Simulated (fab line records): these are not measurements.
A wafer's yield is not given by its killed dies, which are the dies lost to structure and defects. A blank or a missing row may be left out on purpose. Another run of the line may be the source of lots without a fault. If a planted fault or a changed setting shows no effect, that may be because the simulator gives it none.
Which tool is to blame?    flow berkeley-cmos170    42 wafers sampled from 14 lots at 1 step of a route of 331

== WHAT EACH GAUGE READ, for each wafer ==
UCB170_START_BOW_MEAS_00.
lot   measured     on             INCOMING_BOW (um)
L618  day 1 10:01  film-metro-01  -7 -3 -1
L619  day 1 15:01  film-metro-04  -10 7 11
L620  day 1 20:01  film-metro-01  -6 -3 -12
L621  day 2 01:00  film-metro-03  0 -8 3
L622  day 2 06:02  film-metro-03  -2 8 1
L623  day 2 11:00  film-metro-04  -2 6 7
L624  day 2 16:01  film-metro-03  4 -2 5
L625  day 2 21:01  film-metro-01  -4 7 -4
L627  day 3 07:01  film-metro-01  -3 -7 4
L631  day 4 03:00  film-metro-04  -8 2 12
L633  day 4 13:00  film-metro-04  4 -8 1
L634  day 4 18:00  film-metro-03  -2 8 -2
L638  day 5 14:02  film-metro-04  -3 2 0
L639  day 5 19:00  film-metro-04  4 -2 -7

== WHAT TOOL EACH LOT RAN ON (gives the tool, then ch and the chambers of the sampled wafers, and finally the start) ==
No process step before these readings appears in the record.

== WHAT THE TOOLS THEMSELVES READ (means of the sampled wafers that have a number; where no wafer has one, the mark that the record gives instead) ==
The record holds no such reading with a usual standard deviation.

== THE ANSWER, worked out from the rows above alone ==
Rule: what is usual is taken from the lots themselves. Put in order of their means at a reading, lots are off if they are a third of the lots or fewer, leave a main group of 4 or more, and stand apart from it by a gap of 3 or more times the standard deviation of the main group's means; of several such gaps the widest counts. A main group whose means are all the same, to the digits that the tables above print for the reading, isn't used. A lot without any number at a reading at which 4 lots or more have one is off too. The other lots that the step has rows for count as sound. The gauges are gone through in route order, then the tools' own readings, and for those a lot's mean is taken as printed above. The first step at which some lot is off is used, and at that step the reading that is off furthest; a lot without a number counts as furthest.
None of the lots is off at any reading shown; this tells nothing.

== WHAT HAD BEEN PUT IN BY THE SIMULATOR ==
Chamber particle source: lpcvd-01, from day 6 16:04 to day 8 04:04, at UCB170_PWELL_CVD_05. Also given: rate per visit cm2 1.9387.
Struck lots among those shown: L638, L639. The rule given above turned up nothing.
